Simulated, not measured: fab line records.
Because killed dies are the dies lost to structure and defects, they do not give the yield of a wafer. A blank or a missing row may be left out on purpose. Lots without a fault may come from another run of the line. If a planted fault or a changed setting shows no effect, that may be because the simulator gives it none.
Which tool was responsible?    flow berkeley_cmos170    21 wafers from 7 lots sampled at 3 of the route's 331 steps

## WHAT EACH GAUGE READ, for each wafer
UCB170_M3_OVL_MEAS_16.
lot   measured      on          M3_OVL (nm)
L704  day 9 17:15   overlay-01  -5 -4 0
L706  day 9 17:26   overlay-02  -2 4 4
L710  day 10 13:10  overlay-02  4 3 -1
L709  day 10 12:53  overlay-02  0 -4 -6
L713  day 11 06:32  overlay-01  -4 7 -1
L720  day 12 18:27  overlay-01  0 -6 5
L722  day 12 19:19  overlay-01  -3 -9 -1

## WHAT TOOL EACH LOT RAN ON (gives the tool, then ch and the chambers of the sampled wafers, and finally the start)
lot   UCB170_NVT_CLEAN_10              UCB170_M1_ETCH_11
L704  wet_bench-01 ch 2, day 6 15:22   rie_diel-02 ch 0,2, day 8 20:21
L706  wet_bench-01 ch 2, day 6 15:22   rie_diel-02 ch 2,3, day 8 18:02
L710  wet_bench-02 ch 1, day 7 19:54   rie_diel-04 ch 0,1,2, day 9 19:13
L709  wet_bench-01 ch 0, day 7 20:23   rie_diel-04 ch 1,2,3, day 9 19:56
L713  wet_bench-02 ch 3, day 8 11:29   rie_diel-01 ch 1,3, day 10 15:06
L720  wet_bench-02 ch 0, day 10 09:56  rie_diel-04 ch 0,1,2, day 12 02:23
L722  wet_bench-02 ch 3, day 10 10:56  rie_diel-02 ch 1,2,3, day 12 04:29
- UCB170_NVT_CLEAN_10: cleans in SPM, time 600 s.
- UCB170_M1_ETCH_11: etches BARC in N2/H2.

## THE ANSWER, worked out from the rows above alone
Rule: usual is defined by the lots themselves. The widest of any qualifying gaps counts: lots, ordered by their means at a reading, are off when they make up no more than a third of the lots, leave a main group of 4 or more, and stand apart from it by 3 or more times the standard deviation of that group's means. The tables above print the reading to a certain number of digits; a main group whose means all agree to those digits is not used. A lot without any number at a reading at which 4 lots or more have one is off too. Where the step has rows for the other lots, those lots are counted as sound.
Nothing can be told from this: no lot is off at any reading shown.

## WHAT THE SIMULATOR PUT IN
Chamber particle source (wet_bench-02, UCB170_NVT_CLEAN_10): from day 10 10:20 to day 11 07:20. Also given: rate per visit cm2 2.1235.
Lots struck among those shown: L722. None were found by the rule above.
